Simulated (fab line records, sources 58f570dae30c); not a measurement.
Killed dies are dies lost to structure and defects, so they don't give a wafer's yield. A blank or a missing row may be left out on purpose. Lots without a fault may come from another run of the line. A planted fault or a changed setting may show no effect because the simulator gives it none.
Chamber matching | flow berkeley_cmos170 | UCB170_V2_CMP_02 on cmp-01: 4 sister chambers
The step polishes SiO2. 7 wafers are shown with their chamber, then 10 later ones without.

WAFERS WITH THEIR CHAMBER
wafer  | chamber | motor_current_A (A)
L591.3 | 3       | 16.2
L591.4 | 1       | 15.4
L590.1 | 2       | 16.7
L590.5 | 2       | 17.1
L590.6 | 1       | 15.9
L595.4 | 3       | 16.0
L595.5 | 0       | 13.7

WAFERS WITHOUT THEIR CHAMBER
wafer  | motor_current_A (A)
L595.6 | 16.8
L597.1 | 16.6
L597.5 | 15.0
L597.6 | 15.4
L600.3 | 17.3
L600.4 | 14.8
L600.6 | 16.6
L605.1 | 16.7
L605.3 | 16.2
L605.4 | 14.8

WHICH CHAMBER EACH WENT THROUGH
wafer  | from the rows above          | in truth
L595.6 | 2                            | 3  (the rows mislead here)
L597.1 | can't be placed: 2 or 3      | 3
L597.5 | can't be placed: 1 or 3      | 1
L597.6 | can't be placed: 1 or 3      | 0
L600.3 | 2                            | 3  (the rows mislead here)
L600.4 | can't be placed: 1 or 0 or 3 | 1
L600.6 | can't be placed: 2 or 3      | 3
L605.1 | can't be placed: 2 or 3      | 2
L605.3 | can't be placed: 3 or 1      | 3
L605.4 | can't be placed: 1 or 0 or 3 | 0
Placed correctly: 0 of 10. Can't be placed from these rows: 8 (the true chamber is among the candidates in 7). Placed wrongly: 2.
How it was worked out, from the rows above alone: a wafer's distance from a chamber is the root of the sum, over the readings, of the square of ((its reading less the chamber's mean) divided by the reading's scatter). The wafer belongs to the nearest chamber; if the next one is less than 2 further off, it can't be placed. A chamber's mean is the mean of its shown wafers. The scatter: the root of (the sum of the squares of (reading less its chamber's mean) over the shown wafers, divided by (wafers less chambers)).
